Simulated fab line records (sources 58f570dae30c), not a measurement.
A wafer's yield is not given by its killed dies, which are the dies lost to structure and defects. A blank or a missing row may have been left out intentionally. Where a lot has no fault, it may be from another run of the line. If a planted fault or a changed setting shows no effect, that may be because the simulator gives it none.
Which of the tools did it? | flow berkeley cmos170 | 21 wafers from 7 lots sampled at 2 of the route's 331 steps

## WHAT EACH GAUGE READ, for each wafer
UCB170_M1_RS_MEAS_01: uses a four-point probe to measure.
lot  | measured     | on            | M1_AL_RS (ohm/sq)
L743 | day 8 06:07  | film metro-03 | 0.0489 0.0490 0.0491
L747 | day 8 15:19  | film metro-04 | 0.0480 0.0476 0.0478
L749 | day 9 11:26  | film metro-03 | 0.0485 0.0484 0.0486
L751 | day 9 11:40  | film metro-04 | 0.0481 0.0480 0.0479
L755 | day 10 08:45 | film metro-04 | 0.0480 0.0483 0.0480
L760 | day 10 23:35 | film metro-01 | 0.0330 0.0329 0.0331 0.0330 0.0329 0.0331
L763 | day 11 10:49 | film metro-03 | 0.0485 0.0488 0.0484

## EACH LOT AND THE TOOL THAT RAN IT (in order: tool; ch and the chambers of the sampled wafers; start)
lot  | UCB170_M1_SPUTTER_00
L743 | pvd sputter-03, day 8 06:01
L747 | pvd sputter-02, day 8 15:15
L749 | pvd sputter-03, day 9 11:21
L751 | pvd sputter-02, day 9 11:37
L755 | pvd sputter-03, day 10 08:40
L760 | pvd sputter-03, day 10 23:30
L763 | pvd sputter-02, day 11 10:43
- UCB170_M1_SPUTTER_00: material Al, target thk 600 nm, time 80 s.

## THE ANSWER, worked out from the rows above alone
Rule: usual is defined by the lots themselves. Put in order of their means at a reading, lots are off if they are a third of the lots or fewer, leave a main group of 4 or more, and stand apart from it by a gap of 3 or more times the standard deviation of the main group's means; of several such gaps the widest counts. If all means in a main group match to the digits the tables above print for the reading, that group is not used. A lot without any number at a reading at which 4 lots or more have one is off too. The other lots that the step has rows for count as sound.
Off: at UCB170_M1_RS_MEAS_01 (M1_AL_RS), L760. Mean 0.0483 ohm/sq and standard deviation 0.0004 in the main group.
If a tool, at a process step before that reading, ran all the lots that are off and no sound lot after the first of them, it fits. Those tools and the gauges at UCB170_M1_RS_MEAS_01 are tried in the same way. 2 tools fit, pvd sputter-03 at UCB170_M1_SPUTTER_00 and film metro-01 at UCB170_M1_RS_MEAS_01, so this cannot tell which one it is.

## WHAT THE SIMULATOR PUT IN
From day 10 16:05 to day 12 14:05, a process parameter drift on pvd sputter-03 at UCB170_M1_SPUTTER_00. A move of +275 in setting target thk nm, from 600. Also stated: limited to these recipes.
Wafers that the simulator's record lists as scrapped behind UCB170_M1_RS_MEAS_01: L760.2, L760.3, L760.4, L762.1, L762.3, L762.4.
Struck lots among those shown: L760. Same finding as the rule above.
